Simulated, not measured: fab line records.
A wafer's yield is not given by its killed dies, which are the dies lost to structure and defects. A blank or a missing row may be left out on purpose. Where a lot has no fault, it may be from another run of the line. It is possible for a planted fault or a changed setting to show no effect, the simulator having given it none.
fab line records	flow rit-cmos
record lots=6	wafers=18	last-day=7
route steps=202 shown GATE@83 M1@202
lots that met no fault: taken from a fault-free run of the same line
start-h: the number of hours between the record's first day and the start of the first shown wafer of the lot	wait-h: how many hours have passed since the lot's step before this one	" as in the row above	L1.1+2: several wafers, shown together as one row	- no value present, or no start provided	* or withheld: withheld	< > ~ a bound
route shown NAME@n: NAME is a module with steps in the file, n the number in the route of the first one	usual: mean/standard deviation of fault-free wafers	same: alike in all rows	chamber/n: place in a boat	sites: the reading at each site	_std_site: standard deviation of those values	_edge_site: mean of outer sites minus mean of inner sites	radius-mm: for every site, how far away it sits from the centre of the wafer	mask NAME#n: copy n	behind: the tool/chamber that last shaped the wafer	hold: cause of the lot's hold/its duration in hours/its outcome	device: transistor that didn't switch, given as n, p or np	end of line: tests run on the same wafers once the route is complete	step lacking rows: just its recipe	killed: at the first sort, the dies lost to defects and structure; wafer yield is something else	map: a wafer's dies, x killed, . not, _ none there
set.NAME: the setting that was run; set.NAME@STEP: the one run at that earlier step	model.NAME: the simulator's own value behind a step, which no gauge read
lots seen at some steps along the route; tables by step, rows by wafer
services: when a tool's chamber went out of use (start-h, in hours from the record's first day, below 0 if earlier), for how many hours, and the reason
## steps
# step RIT_GATE_THK_MEAS_07
# recipe reads=SiO2_of_GATE_OXIDATION_05
# usual GATE_OXIDE_THK=3.01/0.061
lot.wafer	tool	chamber	start-h	wait-h	GATE_OXIDE_THK[nm]
L895.1	film-metro-01	-	48.62	0.0	3.10
L895.5	"	-	"	"	3.06
L895.6	"	-	"	"	3.15
L902.2	film-metro-01	-	88.28	0.0	3.05
L902.4	"	-	"	"	3.07
L902.6	"	-	"	"	2.99
L906.1	film-metro-01	-	105.62	0.0	3.03
L906.4	"	-	"	"	3.03
L906.5	"	-	"	"	2.96
L909.3	film-metro-03	-	120.93	0.0	3.10
L909.4	"	-	"	"	2.96
L909.6	"	-	"	"	2.99
L911.3	film-metro-02	-	133.10	0.0	3.06
L911.5	"	-	"	"	2.99
L911.6	"	-	"	"	3.01
L914.2	film-metro-01	-	148.37	0.0	3.11
L914.4	"	-	"	"	3.12
L914.5	"	-	"	"	2.99
# step RIT_GATE_CVD_08
# recipe material=poly-Si	target-thk-nm=250	temp-c=610	precursor=SiH4	time-s=2220	pressure-mtorr=313.6	sih4-flow-sccm=100
# step RIT_GATE_THK_MEAS_09
# recipe reads=poly-Si_of_GATE_CVD_08
# usual GATE_POLY_THK=256.2/2.1
lot.wafer	tool	chamber	start-h	wait-h	GATE_POLY_THK[nm]
L895.1	film-metro-01	-	50.29	0.0	257.1
L895.5	"	-	"	"	254.6
L895.6	"	-	"	"	254.8
L902.2	film-metro-03	-	89.96	0.0	254.8
L902.4	"	-	"	"	256.3
L902.6	"	-	"	"	258.4
L906.1	film-metro-02	-	108.10	0.0	257.1
L906.4	"	-	"	"	258.2
L906.5	"	-	"	"	257.6
L909.3	film-metro-03	-	122.61	0.0	258.4
L909.4	"	-	"	"	253.2
L909.6	"	-	"	"	257.5
L911.3	film-metro-02	-	134.78	0.0	259.3
L911.5	"	-	"	"	257.5
L911.6	"	-	"	"	260.2
L914.2	film-metro-01	-	150.16	0.0	257.0
L914.4	"	-	"	"	254.4
L914.5	"	-	"	"	256.8
# step RIT_GATE_HMDS_10
# recipe prime-time-s=60	prime-temp-c=140
# step RIT_GATE_COAT_11
# recipe resist=NOVOLAK	spin-rpm=4250	resist-thk-nm=850
# step RIT_GATE_SOFTBAKE_12
# recipe resist=NOVOLAK	temp-c=90	time-s=60
# step RIT_GATE_EXPOSE_13
# recipe mask-id=M6	na=0.6	source-shape=conventional	sigma-outer=0.6	target-cd-nm=150	dose-mj=384.5
# step RIT_GATE_PEB_14
# recipe resist=NOVOLAK	temp-c=withheld	time-s=withheld
# step RIT_GATE_DEVELOP_15
# recipe resist=NOVOLAK	develop-time-s=50	dev-temp-c=23
# step RIT_GATE_CD_MEAS_16
# recipe target-cd-nm=150
# usual cd-nm=149.2/2.8
lot.wafer	tool	chamber	start-h	wait-h	cd-nm
L895.1	cd-sem-01	-	51.24	-	148.1
L895.5	"	-	"	"	147.8
L895.6	"	-	"	"	147.8
L902.2	cd-sem-02	-	90.99	-	150.9
L902.4	"	-	"	"	149.9
L902.6	"	-	"	"	150.5
L906.1	cd-sem-02	-	109.19	-	150.8
L906.4	"	-	"	"	148.5
L906.5	"	-	"	"	147.2
L909.3	cd-sem-01	-	123.67	-	147.1
L909.4	"	-	"	"	147.3
L909.6	"	-	"	"	146.1
L911.3	cd-sem-01	-	135.77	-	152.4
L911.5	"	-	"	"	152.0
L911.6	"	-	"	"	153.1
L914.2	cd-sem-01	-	151.08	-	145.1
L914.4	"	-	"	"	145.2
L914.5	"	-	"	"	147.3
# step RIT_GATE_OVL_MEAS_17
# usual GATE_OVL=-0.6/1.4
lot.wafer	tool	chamber	start-h	wait-h	GATE_OVL[nm]
L895.1	overlay-01	-	51.36	0.1	-0.8
L895.5	"	-	"	"	-2.4
L895.6	"	-	"	"	-0.2
L902.2	overlay-01	-	91.10	0.1	1.9
L902.4	"	-	"	"	-1.8
L902.6	"	-	"	"	-0.7
L906.1	overlay-01	-	109.31	0.1	-0.7
L906.4	"	-	"	"	0.7
L906.5	"	-	"	"	0.5
L909.3	overlay-01	-	123.76	0.1	-1.0
L909.4	"	-	"	"	0.1
L909.6	"	-	"	"	0.1
L911.3	overlay-01	-	135.86	0.1	-0.7
L911.5	"	-	"	"	-2.3
L911.6	"	-	"	"	2.1
L914.2	overlay-01	-	151.18	0.1	0.6
L914.4	"	-	"	"	-0.7
L914.5	"	-	"	"	0.8
# step RIT_GATE_HARDBAKE_18
# recipe resist=NOVOLAK	temp-c=140	time-s=60
# step RIT_GATE_ETCH_19
# recipe chemistry=SF6/CHF3/O2	time-s=165	SF6_flow_sccm=30	CHF3_flow_sccm=30	O2_flow_sccm=5	target=poly-Si	pressure-mtorr=40	rf-w=160	target-depth-a=3125	over-etch-frac=0.25	stop-on=SiO2
# usual drypump-motor-current-A=5.6/0.53	oes-product-au=0.868/0.013	run-length-s=193.3/0.49	throttle-valve-pct=10.17/0.17
lot.wafer	tool	chamber	start-h	wait-h	drypump-motor-current-A	oes-product-au	rf-hours-counter-h	run-length-s	throttle-valve-pct	model.NOVOLAK_of_GATE_COAT_11.thk-nm
L895.1	rie-si-01	2	51.55	0.1	5.6	0.889	3	193.5	10.07	665.7
L895.5	"	2	"	"	5.6	0.875	-	193.7	10.04	667.3
L895.6	"	3	"	"	5.4	0.894	-	193.0	10.37	672
L902.2	rie-si-02	3	91.28	0.1	5.2	0.856	25	193.4	10.11	666.6
L902.4	"	0	"	"	5.0	0.870	2	193.6	10.20	670.9
L902.6	"	0	"	"	5.0	0.874	-	194.3	10.21	670.2
L906.1	rie-si-02	3	109.50	0.1	5.3	0.858	25	193.6	10.11	666.8
L906.4	"	0	"	"	5.0	0.879	3	193.8	10.21	669.3
L906.5	"	2	"	"	5.2	0.858	-	193.3	10.50	670.7
L909.3	rie-si-01	0	123.93	0.1	5.9	0.728	119	241.5	10.23	650.8
L909.4	"	2	"	"	5.6	0.880	4	193.4	10.07	671.9
L909.6	"	3	"	"	5.4	0.845	-	192.8	10.35	677
L911.3	rie-si-01	0	136.03	0.1	5.9	0.732	119	241.5	10.23	647.4
L911.5	"	3	"	"	5.3	0.854	-	192.8	10.34	670.9
L911.6	"	2	"	"	5.5	0.892	-	193.5	10.06	664.1
L914.2	rie-si-02	2	151.36	0.1	5.1	0.865	72	193.6	10.49	673.6
L914.4	"	0	"	"	5.0	0.871	3	193.7	10.23	672.9
L914.5	"	1	"	"	5.8	0.883	-	192.5	9.97	671
# step RIT_GATE_STRIP_20
# recipe chemistry=O2	time-s=180	resist=NOVOLAK	platen-temp-c=withheld	power-w=500	pressure-mtorr=4000	o2-flow-sccm=4000
# usual drypump-motor-current-A=5.4/0.44	rf-refl-power-W=7.3/1
lot.wafer	tool	chamber	start-h	wait-h	drypump-motor-current-A	rf-hours-counter-h	rf-refl-power-W
L895.1	plasma-asher-04	0	51.65	0.1	4.8	41	8.2
L895.5	"	1	"	"	5.4	-	6.5
L895.6	"	0	"	"	4.8	-	8.1
L902.2	plasma-asher-01	0	91.39	0.1	5.1	44	6.2
L902.4	"	0	"	"	5.1	-	6.2
L902.6	"	1	"	"	5.3	-	8.3
L906.1	plasma-asher-03	1	109.60	0.1	6.2	33	5.9
L906.4	"	0	"	"	5.9	-	8.7
L906.5	"	1	"	"	6.2	-	5.9
L909.3	plasma-asher-01	1	124.10	0.1	5.3	-	7.9
L909.4	"	0	"	"	5.1	-	6.1
L909.6	"	1	"	"	5.3	-	8.0
L911.3	plasma-asher-04	0	136.20	0.1	4.8	-	8.2
L911.5	"	1	"	"	5.4	-	6.6
L911.6	"	0	"	"	4.8	-	8.2
L914.2	plasma-asher-03	0	151.47	0.1	5.9	37	8.6
L914.4	"	0	"	"	5.9	-	8.8
L914.5	"	0	"	"	5.9	-	8.8
# step RIT_M1_PROBE_99
# usual killed-at-front-end=7/3.2	killed-dies=7/3.2	killed-open=3.6/1.9	killed-short=3.6/2
# same gross-dies=264	killed_at_M0_to_M3=0	killed_at_M4_up=0	killed-at-back-side=0	killed-at-contacts=0	killed-at-other=0
lot.wafer	tool	chamber	start-h	wait-h	killed-at-front-end	killed-dies	killed-open	killed-short	model.etest.poly-comb-over-steps.leak-log10-a-um	model.etest.antenna-poly.vt-shift-v
L895.1	prober-01	-	71.53	0.1	6	6	1	5	-12.66	-0.008797
L895.5	prober-01	-	71.73	0.2	9	9	5	4	-12.76	-0.01279
L895.6	prober-01	-	71.78	0.2	11	11	4	7	-12.79	-0.01256
L902.2	prober-02	-	111.83	0.1	8	8	5	3	-12.81	-0.008412
L902.4	prober-02	-	111.93	0.2	5	5	5	0	-12.73	-0.007732
L902.6	prober-02	-	112.03	0.2	11	11	5	6	-12.82	-0.008545
L906.1	prober-02	-	130.65	0.1	9	9	4	5	-12.68	-0.01037
L906.4	prober-02	-	130.80	0.2	6	6	5	1	-12.69	-0.007772
L906.5	prober-02	-	130.85	0.2	9	9	5	4	-11.45	-0.00652
L909.3	prober-01	-	144.56	0.2	17	17	7	10	-12.83	-0.01582
L909.4	prober-01	-	144.61	0.2	8	8	5	3	-12.8	-0.01057
L909.6	prober-01	-	144.71	0.2	6	6	2	4	-12.22	-0.01
L911.3	prober-01	-	155.56	0.2	15	15	6	9	-12.98	-0.006804
L911.5	prober-01	-	155.66	0.2	15	15	10	4	-12.52	-0.00921
L911.6	prober-01	-	155.71	0.2	15	15	4	8	-12.8	-0.01135
L914.2	prober-02	-	172.13	0.1	7	7	2	5	-11.46	-0.00639
L914.4	prober-02	-	172.23	0.2	5	5	3	2	-12.85	-0.01291
L914.5	prober-02	-	172.28	0.2	8	8	3	5	-12.36	-0.005827
# killed by level:class
L895.1 GATE:geometric-particle:short=3 FOX2:geometric-particle:open=1 FOX2:geometric-particle:short=1 SPACER:geometric-particle:short=1
L895.5 SPACER:geometric-particle:open=2 SILICIDE:geometric-particle:open=2 FOX1:geometric-particle:open=1 FOX1:geometric-particle:short=1 FOX2:geometric-particle:short=1 GATE:geometric-particle:short=1 SILICIDE:geometric-particle:short=1
L895.6 GATE:geometric-particle:short=4 SILICIDE:geometric-particle:open=3 REOX:geometric-particle:short=2 FOX1:geometric-particle:open=1 SILICIDE:geometric-particle:short=1
L902.2 GATE:geometric-particle:short=3 FOX1:geometric-particle:open=1 GATE:geometric-particle:open=1 REOX:geometric-particle:open=1 SPACER:geometric-particle:open=1 SILICIDE:geometric-particle:open=1
L902.4 SPACER:geometric-particle:open=3 ACTIVE:geometric-particle:open=1 REOX:geometric-particle:open=1
L902.6 GATE:geometric-particle:short=3 GATE:geometric-particle:open=2 REOX:geometric-particle:open=2 REOX:geometric-particle:short=1 SPACER:geometric-particle:open=1 SPACER:geometric-particle:short=1 SILICIDE:geometric-particle:short=1
L906.1 GATE:geometric-particle:short=2 ACTIVE:geometric-particle:open=1 FOX2:geometric-particle:open=1 FOX2:geometric-particle:short=1 GATE:geometric-particle:open=1 SPACER:geometric-particle:short=1 SPACER:geometric-particle:open=1 SILICIDE:geometric-particle:short=1
L906.4 REOX:geometric-particle:open=3 GATE:geometric-particle:open=2 SPACER:geometric-particle:short=1
L906.5 FOX1:geometric-particle:short=2 FOX1:geometric-particle:open=2 SILICIDE:geometric-particle:short=2 FOX2:geometric-particle:open=1 SPACER:geometric-particle:open=1 SILICIDE:geometric-particle:open=1
L909.3 GATE:geometric-particle:short=6 GATE:geometric-particle:open=3 SILICIDE:geometric-particle:short=3 REOX:geometric-particle:open=2 FOX1:geometric-particle:short=1 SPACER:geometric-particle:open=1 SILICIDE:geometric-particle:open=1
L909.4 FOX1:geometric-particle:open=3 REOX:geometric-particle:short=2 GATE:geometric-particle:short=1 SPACER:geometric-particle:open=1 SILICIDE:geometric-particle:open=1
L909.6 GATE:geometric-particle:short=3 GATE:geometric-particle:open=2 REOX:geometric-particle:short=1
L911.3 GATE:geometric-particle:short=5 FOX2:geometric-particle:short=3 GATE:geometric-particle:open=3 FOX1:geometric-particle:open=1 FOX1:geometric-particle:short=1 FOX2:geometric-particle:open=1 SILICIDE:geometric-particle:open=1
L911.5 FOX2:geometric-particle:open=4 GATE:geometric-particle:open=4 FOX2:geometric-particle:short=2 GATE:geometric-particle:short=2 SPACER:geometric-particle:open=2 PLDD:coat-microbubble-printed=1
L911.6 GATE:geometric-particle:short=3 SILICIDE:geometric-particle:short=3 PLDD:coat-microbubble-printed=3 SPACER:geometric-particle:open=2 FOX1:geometric-particle:open=1 FOX2:geometric-particle:short=1 GATE:geometric-particle:open=1 SPACER:geometric-particle:short=1
L914.2 REOX:geometric-particle:short=2 REOX:geometric-particle:open=2 SILICIDE:geometric-particle:short=2 FOX2:geometric-particle:short=1
L914.4 FOX1:geometric-particle:open=1 GATE:geometric-particle:short=1 REOX:geometric-particle:short=1 REOX:geometric-particle:open=1 SILICIDE:geometric-particle:open=1
L914.5 SILICIDE:geometric-particle:short=2 FOX1:geometric-particle:open=1 FOX2:geometric-particle:short=1 GATE:geometric-particle:short=1 GATE:geometric-particle:open=1 SPACER:geometric-particle:open=1 SPACER:geometric-particle:short=1
## services
tool	chamber	start-h	hours	kind
rie-si-01	3	55.63	-	clean
rie-si-01	3	55.63	24.7	scheduled-down
rie-si-01	3	55.63	24.7	vent-cycle
plasma-asher-01	-	71.10	1.1	repair
rie-si-01	-	74.55	2.8	pm
rie-si-02	2	86.26	2.5	repair
plasma-asher-04	-	93.70	0.7	repair
plasma-asher-04	-	108.75	9.0	pm
plasma-asher-04	0	108.75	9.0	vent-cycle
plasma-asher-04	1	108.75	9.0	vent-cycle
plasma-asher-04	-	117.75	2.8	pm
plasma-asher-04	0	117.75	-	clean
plasma-asher-04	1	117.75	-	clean
rie-si-02	-	151.47	2.8	pm
## key
first-sign step=RIT_GATE_ETCH_19	reading=run-length-s	direction=up	sigmas=99	usual=*	struck=*
effect step=RIT_GATE_ETCH_19	reading=oes-product-au	direction=down	sigmas=11	usual=0.868	struck=0.730
model-effect step=RIT_GATE_ETCH_19	value=NOVOLAK_of_GATE_COAT_11.thk-nm	without=672.6	struck=649.1
model-effect step=RIT_M1_PROBE_99	value=etest.poly-comb-over-steps.leak-log10-a-um	without=-12.03	struck=-12.91
met-at RIT_GATE_ETCH_19
struck-wafers L909.3,L911.3
tester-left-out L909,L911
fault kind=process-parameter-drift	tool=rie-si-01	chamber=0	onset-h=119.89	steps=RIT_GATE_ETCH_19	channel=time-s	offset=*	shape=step	end-h=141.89	stated=*
# tester-left-out: of these lots the tester's yield and bins aren't shown, on N5 and GAA mostly nor the transistor test; their killed dies are dies lost to structure and defects alone, not to doping, threshold or leakage, so they don't give the yield
